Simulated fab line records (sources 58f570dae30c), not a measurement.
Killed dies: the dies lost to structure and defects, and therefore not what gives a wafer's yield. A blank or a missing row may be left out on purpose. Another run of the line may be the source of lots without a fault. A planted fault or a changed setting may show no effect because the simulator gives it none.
Which tool did it? + flow berkeley_cmos170 + 14 lots, 42 wafers sampled, at 1 step of a route of 331

WHAT THE GAUGES READ, wafer by wafer
UCB170_V1_CD_MEAS_12: target cd 700 nm. Usual: cd_nm at 699.8 nm, with a standard deviation of 1.5.
| lot  | measured     | on        | cd_nm (nm)        | flag |
|------|--------------|-----------|-------------------|------|
| L562 | day 8 04:23  | cd_sem-01 | 701.7 701.9 701.5 |      |
| L566 | day 9 08:47  | cd_sem-01 | 701.9 701.3 700.9 |      |
| L565 | day 9 11:45  | cd_sem-01 | 699.5 701.7 700.9 |      |
| L569 | day 9 18:19  | cd_sem-02 | 699.3 699.5 699.3 |      |
| L570 | day 10 03:06 | cd_sem-01 | 698.0 697.1 698.1 |      |
| L572 | day 10 10:32 | cd_sem-01 | 700.6 700.1 700.0 |      |
| L575 | day 10 21:02 | cd_sem-01 | 701.1 701.2 699.7 |      |
| L573 | day 10 22:22 | cd_sem-02 | 697.8 699.4 698.8 |      |
| L574 | day 10 22:35 | cd_sem-02 | 700.3 700.4 700.5 |      |
| L576 | day 11 22:12 | cd_sem-02 | 699.2 698.1 700.2 |      |
| L577 | day 11 22:30 | cd_sem-02 | 702.0 700.8 702.3 |      |
| L578 | day 12 17:20 | cd_sem-01 | 702.0 699.9 701.7 |      |
| L579 | day 12 17:24 | cd_sem-02 | 698.8 697.5 698.5 |      |
| L585 | day 14 17:33 | cd_sem-01 | 696.7 697.8 696.0 |      |

EACH LOT AND THE TOOL THAT RAN IT (in order: tool; ch and the chambers of the sampled wafers; start)
The record shows no process step preceding these readings.

AS READ BY THE TOOLS THEMSELVES (means over the sampled wafers that have a number; for cases with no such wafer, the mark the record gives instead)
The record holds no such reading with a usual standard deviation.

THE ANSWER, worked out from the rows above alone
Rule: a lot counts as off when the mean over its wafers that have a number is more than 3 standard deviations away from the usual mean. A lot without any number at a reading at which 4 lots or more have one is off too. All remaining lots with rows at the step are treated as sound. The gauges are gone through in route order, then the tools' own readings, and for those a lot's mean is taken as printed above. At the first step where some lot is off, the reading lying furthest off is the one used; lots without a number count as furthest.
No lot is off on any of the readings shown, so nothing can be concluded from this.

WHAT THE SIMULATOR PUT IN
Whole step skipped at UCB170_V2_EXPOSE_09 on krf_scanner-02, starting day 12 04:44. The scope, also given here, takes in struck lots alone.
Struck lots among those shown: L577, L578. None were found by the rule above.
